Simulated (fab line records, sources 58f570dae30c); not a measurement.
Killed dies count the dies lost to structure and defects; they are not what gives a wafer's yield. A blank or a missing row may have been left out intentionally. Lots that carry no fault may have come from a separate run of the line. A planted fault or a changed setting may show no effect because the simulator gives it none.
2 desks looking at one fault    flow berkeley-cmos170    only its own numbers are on each desk; what lay behind them is given at the end

METROLOGY DESK
What the gauges read, lot by lot, whatever tool the lot ran on: means of the sampled wafers that have a number. The brackets show how far a lot's mean lies from the usual mean; more than 4 standard deviations puts the lot out of limits, marked OUT.
Columns: A = GATE_OXIDE_THK at UCB170_GATE_THK_MEAS_02, usual 6.51 nm; B = PLDD_OVL at UCB170_PLDD_OVL_MEAS_07, usual 2 nm
lot   first seen here  A     B
L876  day 6 06:43      6.59  4
L877  day 6 06:43      6.53  3
L878  day 6 21:16      6.72  9
L879  day 7 09:30      6.52  1
L882  day 7 09:31      6.25  -1
L881  day 7 09:31      6.48  1
L880  day 7 09:34      6.48  4
L883  day 7 17:53      6.47  2
L885  day 8 07:11      6.38  10
L890  day 9 01:30      6.40  9
L891  day 9 05:36      6.57  2
L894  day 9 22:08      6.41  -1
L897  day 10 10:47     6.47  8
L898  day 10 17:01     6.63  3
Finding of this desk: none of the 14 lots has anything out of limits.

FOR THE TOOL OWNER'S DESK: plasma-asher-04
The tool's own readings at UCB170_NSD_STRIP_09 (strips in O2): means of the sampled wafers that have a number, for each lot that ran on this tool. The brackets show how far a lot's mean lies from the usual mean; more than 4 standard deviations puts the lot out of limits, marked OUT.
Columns: A = drypump-motor-current-A at UCB170_NSD_STRIP_09, usual 5.5 A; B = oes-product-au at UCB170_NSD_STRIP_09, usual 0.534 a.u.; C = strip-time-to-endpoint-s at UCB170_NSD_STRIP_09, usual 35.87 s
lot   first seen here  A    B                 C
L876  day 7 09:37      5.3  0.532             35.98
L880  day 8 06:13      5.4  0.533             35.95
L881  day 8 06:29      5.3  0.538             35.95
L879  day 8 06:53      5.4  0.529             35.95
L885  day 9 03:13      5.2  0.534             35.92
L890  day 9 23:43      5.0  0.553 (+4.2) OUT  34.29 (-19) OUT
L894  day 10 18:43     5.2  0.544             34.79 (-13) OUT
Finding of this desk: L890, L894 out of limits; the first was L890 at day 9 23:43, on oes-product-au at UCB170_NSD_STRIP_09. In limits: L876, L880, L881, L879, L885.

PUT TOGETHER
An alarm could have come from the tool owner's desk at day 9 23:43, on L890, L894.
From the metrology desk's view, nothing was out of limits.
The metrology desk holds a record of L890, L894, inside its limits.
All the named lots went through UCB170_NSD_STRIP_09 on plasma-asher-04.

WHAT HAD BEEN PUT IN BY THE SIMULATOR
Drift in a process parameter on plasma-asher-04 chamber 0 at UCB170_NSD_STRIP_09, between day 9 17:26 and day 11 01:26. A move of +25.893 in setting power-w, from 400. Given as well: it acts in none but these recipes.
Shown lots that were struck: L890, L894.
Hours from the fault's start to each desk's first reading out of limits: the tool owner's desk, 6.
